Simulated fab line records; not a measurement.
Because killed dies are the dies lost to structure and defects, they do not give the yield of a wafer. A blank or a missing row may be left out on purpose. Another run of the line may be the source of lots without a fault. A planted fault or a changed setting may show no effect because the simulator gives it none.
Check for tools in common :: flow berkeleyCmos170 :: 15 lots and 54 wafers in the sample

WHY THIS WAS OPENED
UCB170_V2_THK_MEAS_01, reading V2_TEOS_THK: flagged on 3 of 15 lots. Wafers without a fault read 2000 nm, standard deviation 27.
Rule: a lot is flagged in two cases, either no wafer of it has a number, or all its wafers with numbers fall more than 4 standard deviations from that mean. The rest of the lots are taken to be sound.

lot: L789
measured: day 8 10:16
on: filmMetro-02
V2_TEOS_THK (nm), wafer by wafer: 1966 1986 2010
flag: 

lot: L792
measured: day 8 20:31
on: filmMetro-01
V2_TEOS_THK (nm), wafer by wafer: 1961 2022 1983
flag: 

lot: L791
measured: day 8 20:35
on: filmMetro-03
V2_TEOS_THK (nm), wafer by wafer: 1993 2023 2023
flag: 

lot: L790
measured: day 8 23:59
on: filmMetro-01
V2_TEOS_THK (nm), wafer by wafer: 1968 2046 2028
flag: 

lot: L793
measured: day 9 17:37
on: filmMetro-03
V2_TEOS_THK (nm), wafer by wafer: 3644 3704 3685 3646 3704 3687
flag: FLAGGED

lot: L797
measured: day 10 07:37
on: filmMetro-01
V2_TEOS_THK (nm), wafer by wafer: 3634 3676 3703 3632 3674 3704
flag: FLAGGED

lot: L799
measured: day 10 07:51
on: filmMetro-02
V2_TEOS_THK (nm), wafer by wafer: 1976 1978 2030
flag: 

lot: L801
measured: day 10 08:10
on: filmMetro-03
V2_TEOS_THK (nm), wafer by wafer: 3654 3664 3721 3654 3665 3722
flag: FLAGGED

lot: L802
measured: day 11 07:44
on: filmMetro-02
V2_TEOS_THK (nm), wafer by wafer: 1998 2042 1990
flag: 

lot: L803
measured: day 11 08:22
on: filmMetro-01
V2_TEOS_THK (nm), wafer by wafer: 1957 1990 2008
flag: 

lot: L804
measured: day 11 12:27
on: filmMetro-03
V2_TEOS_THK (nm), wafer by wafer: 1977 2014 2000
flag: 

lot: L805
measured: day 11 22:42
on: filmMetro-01
V2_TEOS_THK (nm), wafer by wafer: 2001 1983 2070
flag: 

lot: L806
measured: day 12 03:25
on: filmMetro-03
V2_TEOS_THK (nm), wafer by wafer: 1978 2003 1987
flag: 

lot: L811
measured: day 12 15:18
on: filmMetro-01
V2_TEOS_THK (nm), wafer by wafer: 2019 2012 1999
flag: 

lot: L812
measured: day 13 17:28
on: filmMetro-02
V2_TEOS_THK (nm), wafer by wafer: 1996 2020 2041
flag: 
The mean of the flagged lots' numbers is 3676 nm, +1676 nm from the usual (+62 standard deviations).

WHICH TOOL RAN EACH LOT
The record keeps 1 process step preceding the reading, out of 331 steps on the route. Read each cell as the tool, then ch plus the chambers that the sampled wafers visited, then the start.
lot: L789
flag: 
UCB170_V2_CVD_00: pecvd-04 ch 1,2, day 8 10:06

lot: L792
flag: 
UCB170_V2_CVD_00: pecvd-02 ch 0,1, day 8 20:17

lot: L791
flag: 
UCB170_V2_CVD_00: pecvd-03 ch 0,1,2, day 8 20:25

lot: L790
flag: 
UCB170_V2_CVD_00: pecvd-03 ch 0,1,2, day 8 23:49

lot: L793
flag: FLAGGED
UCB170_V2_CVD_00: pecvd-03 ch 0,2, day 9 17:27

lot: L797
flag: FLAGGED
UCB170_V2_CVD_00: pecvd-03 ch 0,1, day 10 07:28

lot: L799
flag: 
UCB170_V2_CVD_00: pecvd-02 ch 0,2, day 10 07:41

lot: L801
flag: FLAGGED
UCB170_V2_CVD_00: pecvd-03 ch 1,2, day 10 07:58

lot: L802
flag: 
UCB170_V2_CVD_00: pecvd-04 ch 1,2, day 11 07:33

lot: L803
flag: 
UCB170_V2_CVD_00: pecvd-02 ch 0,1,2, day 11 08:13

lot: L804
flag: 
UCB170_V2_CVD_00: pecvd-02 ch 0,1,2, day 11 12:17

lot: L805
flag: 
UCB170_V2_CVD_00: pecvd-04 ch 0,1,2, day 11 22:33

lot: L806
flag: 
UCB170_V2_CVD_00: pecvd-02 ch 0,1,2, day 12 03:16

lot: L811
flag: 
UCB170_V2_CVD_00: pecvd-04 ch 0,1,2, day 12 15:09

lot: L812
flag: 
UCB170_V2_CVD_00: pecvd-04 ch 0,1, day 13 17:18
These steps, and what they do:
- UCB170_V2_CVD_00: deposits SiO2 from TEOS/O2, target thk 2000 nm, time 250 s.
- UCB170_V2_THK_MEAS_01

FLAGGED OVER TOTAL, TOOL BY TOOL (the gauges that took the reading come last)
step: UCB170_V2_CVD_00
tool: pecvd-02
lots run: 5
flagged: 0
share of the flagged lots: none
sound lots run after its first flagged lot: -

step: UCB170_V2_CVD_00
tool: pecvd-03
lots run: 5
flagged: 3
share of the flagged lots: all
sound lots run after its first flagged lot: 0

step: UCB170_V2_CVD_00
tool: pecvd-04
lots run: 5
flagged: 0
share of the flagged lots: none
sound lots run after its first flagged lot: -

step: UCB170_V2_THK_MEAS_01
tool: filmMetro-01
lots run: 6
flagged: 1
share of the flagged lots: some
sound lots run after its first flagged lot: 3 (L803,L805,L811)

step: UCB170_V2_THK_MEAS_01
tool: filmMetro-02
lots run: 4
flagged: 0
share of the flagged lots: none
sound lots run after its first flagged lot: -

step: UCB170_V2_THK_MEAS_01
tool: filmMetro-03
lots run: 5
flagged: 2
share of the flagged lots: some
sound lots run after its first flagged lot: 2 (L804,L806)

WHAT THE TABLE PERMITS
1 row of the table ran every flagged lot: pecvd-03 at UCB170_V2_CVD_00.
- pecvd-03 at UCB170_V2_CVD_00 ran 5 lots, 3 of them flagged. A fault beginning between L790 (day 8 23:49), its last sound lot, and L793 (day 9 17:27), its first flagged one, fits the data.
pecvd-03 at UCB170_V2_CVD_00 is the single tool remaining.

WHAT THE SIMULATOR PUT IN
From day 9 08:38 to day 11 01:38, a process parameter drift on pecvd-03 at UCB170_V2_CVD_00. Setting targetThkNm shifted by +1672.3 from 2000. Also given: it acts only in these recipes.
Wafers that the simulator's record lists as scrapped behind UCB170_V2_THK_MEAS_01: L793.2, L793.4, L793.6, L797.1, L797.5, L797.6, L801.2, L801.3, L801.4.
Lots struck among those shown: L793, L797, L801. The rule given above showed the same thing.
